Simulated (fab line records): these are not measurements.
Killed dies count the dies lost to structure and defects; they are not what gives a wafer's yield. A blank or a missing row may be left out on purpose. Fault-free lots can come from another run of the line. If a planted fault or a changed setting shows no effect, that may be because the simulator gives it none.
Which tool did it? + flow berkeley_cmos170 + 39 wafers from 13 lots sampled at 3 of the route's 331 steps

== WHAT THE GAUGES READ, wafer by wafer ==
UCB170_NSD_TW_MEAS_10. Usual: NSD_TW gives 4176 (standard deviation 29).
| lot  | measured     | on            | NSD_TW         | flag |
|------|--------------|---------------|----------------|------|
| L721 | day 7 18:05  | film_metro-01 | 4105 4107 4114 |      |
| L723 | day 8 05:34  | film_metro-03 | 4170 4175 4200 |      |
| L722 | day 8 05:52  | film_metro-03 | 4177 4202 4201 |      |
| L724 | day 8 17:53  | film_metro-02 | 4170 4150 4172 |      |
| L726 | day 8 18:18  | film_metro-03 | 4187 4211 4198 |      |
| L725 | day 8 18:52  | film_metro-02 | 4149 4153 4172 |      |
| L727 | day 9 07:47  | film_metro-02 | 4195 4177 4179 |      |
| L728 | day 9 08:37  | film_metro-03 | 4162 4184 4155 |      |
| L731 | day 9 18:44  | film_metro-02 | 4197 4201 4186 |      |
| L729 | day 9 19:02  | film_metro-02 | 4207 4188 4201 |      |
| L733 | day 10 11:25 | film_metro-03 | 4181 4192 4181 |      |
| L737 | day 11 02:22 | film_metro-01 | 30 30 30       | OFF  |
| L742 | day 12 07:24 | film_metro-02 | 4213 4195 4178 |      |

== WHICH TOOL RAN EACH LOT (tool, then ch and the chambers of the sampled wafers, then the start) ==
| lot  | UCB170_PSD_STRIP_09                  | UCB170_NSD_STRIP_09                  |
|------|--------------------------------------|--------------------------------------|
| L721 | plasma_asher-01 ch 0,1, day 7 15:55  | plasma_asher-02 ch 0,1, day 7 17:59  |
| L723 | plasma_asher-04 ch 0,1, day 8 03:12  | plasma_asher-02 ch 0,1, day 8 05:28  |
| L722 | plasma_asher-04 ch 0, day 8 03:34    | plasma_asher-03 ch 0,1, day 8 05:46  |
| L724 | plasma_asher-03 ch 0,1, day 8 15:47  | plasma_asher-02 ch 0,1, day 8 17:47  |
| L726 | plasma_asher-01 ch 0,1, day 8 16:12  | plasma_asher-03 ch 0,1, day 8 18:13  |
| L725 | plasma_asher-04 ch 0,1, day 8 16:20  | plasma_asher-01 ch 0,1, day 8 18:46  |
| L727 | plasma_asher-04 ch 0,1, day 9 05:52  | plasma_asher-02 ch 0,1, day 9 07:41  |
| L728 | plasma_asher-01 ch 0,1, day 9 05:52  | plasma_asher-01 ch 0,1, day 9 08:31  |
| L731 | plasma_asher-04 ch 0,1, day 9 16:32  | plasma_asher-03 ch 0,1, day 9 18:38  |
| L729 | plasma_asher-03 ch 0,1, day 9 16:34  | plasma_asher-03 ch 0,1, day 9 18:56  |
| L733 | plasma_asher-01 ch 0,1, day 10 08:11 | plasma_asher-01 ch 0,1, day 10 11:20 |
| L737 | plasma_asher-04 ch 0,1, day 11 00:06 | plasma_asher-02 ch 0,1, day 11 02:16 |
| L742 | plasma_asher-01 ch 0, day 12 04:49   | plasma_asher-01 ch 0,1, day 12 07:17 |
- UCB170_PSD_STRIP_09: strips in O2.
- UCB170_NSD_STRIP_09: strips in O2.

== WHAT THE TOOLS THEMSELVES READ (means of the sampled wafers that have a number; where no wafer has one, the mark that the record gives instead) ==
UCB170_PSD_STRIP_09. Usual: chamber_pressure_mTorr 3500 mTorr, standard deviation 3.4; drypump_motor_current_A 5.9 A, standard deviation 0.33; oes_product_au 0.600 a.u., standard deviation 0.005; strip_time_to_endpoint_s 29.40 s, standard deviation 0.074.
| lot  | tool            | chamber_pressure_mTorr (mTorr) | drypump_motor_current_A (A) | oes_product_au (a.u.) | strip_time_to_endpoint_s (s) | flag |
|------|-----------------|--------------------------------|-----------------------------|-----------------------|------------------------------|------|
| L721 | plasma_asher-01 | 3502                           | 6.0                         | 0.601                 | 29.37                        |      |
| L723 | plasma_asher-04 | 3500                           | 5.7                         | 0.599                 | 29.31                        |      |
| L722 | plasma_asher-04 | 3499                           | 5.8                         | 0.601                 | 29.28                        |      |
| L724 | plasma_asher-03 | 3502                           | 6.4                         | 0.603                 | 29.46                        |      |
| L726 | plasma_asher-01 | 3503                           | 6.0                         | 0.603                 | 29.40                        |      |
| L725 | plasma_asher-04 | 3500                           | 5.8                         | 0.600                 | 29.45                        |      |
| L727 | plasma_asher-04 | 3500                           | 5.7                         | 0.597                 | 29.53                        |      |
| L728 | plasma_asher-01 | 3499                           | 6.0                         | 0.598                 | 29.30                        |      |
| L731 | plasma_asher-04 | 3502                           | 5.7                         | 0.597                 | 29.46                        |      |
| L729 | plasma_asher-03 | 3501                           | 6.2                         | 0.603                 | 29.42                        |      |
| L733 | plasma_asher-01 | 3499                           | 6.0                         | 0.604                 | 29.36                        |      |
| L737 | plasma_asher-04 | 3497                           | 5.7                         | 0.436                 | -                            | OFF  |
| L742 | plasma_asher-01 | 3504                           | 6.2                         | 0.603                 | 29.43                        |      |

UCB170_NSD_STRIP_09. Usual: chamber_pressure_mTorr 3500 mTorr, standard deviation 3.2; drypump_motor_current_A 6.1 A, standard deviation 0.33; oes_product_au 0.534 a.u., standard deviation 0.0046; strip_time_to_endpoint_s 35.84 s, standard deviation 0.079.
| lot  | tool            | chamber_pressure_mTorr (mTorr) | drypump_motor_current_A (A) | oes_product_au (a.u.) | strip_time_to_endpoint_s (s) | flag |
|------|-----------------|--------------------------------|-----------------------------|-----------------------|------------------------------|------|
| L721 | plasma_asher-02 | 3497                           | 6.2                         | 0.531                 | 35.94                        |      |
| L723 | plasma_asher-02 | 3500                           | 6.2                         | 0.533                 | 35.89                        |      |
| L722 | plasma_asher-03 | 3501                           | 6.5                         | 0.538                 | 35.78                        |      |
| L724 | plasma_asher-02 | 3497                           | 6.2                         | 0.534                 | 35.78                        |      |
| L726 | plasma_asher-03 | 3501                           | 6.2                         | 0.536                 | 35.88                        |      |
| L725 | plasma_asher-01 | 3497                           | 5.9                         | 0.535                 | 35.85                        |      |
| L727 | plasma_asher-02 | 3499                           | 6.2                         | 0.538                 | 35.75                        |      |
| L728 | plasma_asher-01 | 3498                           | 6.1                         | 0.534                 | 35.86                        |      |
| L731 | plasma_asher-03 | 3495                           | 6.2                         | 0.531                 | 35.90                        |      |
| L729 | plasma_asher-03 | 3500                           | 6.2                         | 0.536                 | 35.81                        |      |
| L733 | plasma_asher-01 | 3497                           | 6.0                         | 0.537                 | 35.88                        |      |
| L737 | plasma_asher-02 | 3498                           | 6.2                         | 0.610                 | 56.19                        | OFF  |
| L742 | plasma_asher-01 | 3498                           | 6.0                         | 0.535                 | 35.88                        |      |

== THE ANSWER, worked out from the rows above alone ==
Rule: lot off if the mean of its wafers having a number is beyond 3 standard deviations from the usual mean. A lot without any number at a reading at which 4 lots or more have one is off too. All remaining lots with rows at the step are treated as sound. Order of review: gauges by route order, followed by the tools' own readings, for which a lot's mean as printed above is used. At the first step where some lot is off, the reading lying furthest off is the one used; lots without a number count as furthest.
Off: L737, at UCB170_NSD_TW_MEAS_10 (NSD_TW).
A tool fits if, at a process step before that reading, it ran every lot that is off, and no sound lot after the first of them. The gauges at UCB170_NSD_TW_MEAS_10 aren't tried: what is off there is off at UCB170_PSD_STRIP_09 too, on other tools, and a gauge's error can't cause that. Undecided on this evidence; 2 tools fit (plasma_asher-04 at UCB170_PSD_STRIP_09, plasma_asher-02 at UCB170_NSD_STRIP_09).

== WHAT WAS PUT IN BY THE SIMULATOR ==
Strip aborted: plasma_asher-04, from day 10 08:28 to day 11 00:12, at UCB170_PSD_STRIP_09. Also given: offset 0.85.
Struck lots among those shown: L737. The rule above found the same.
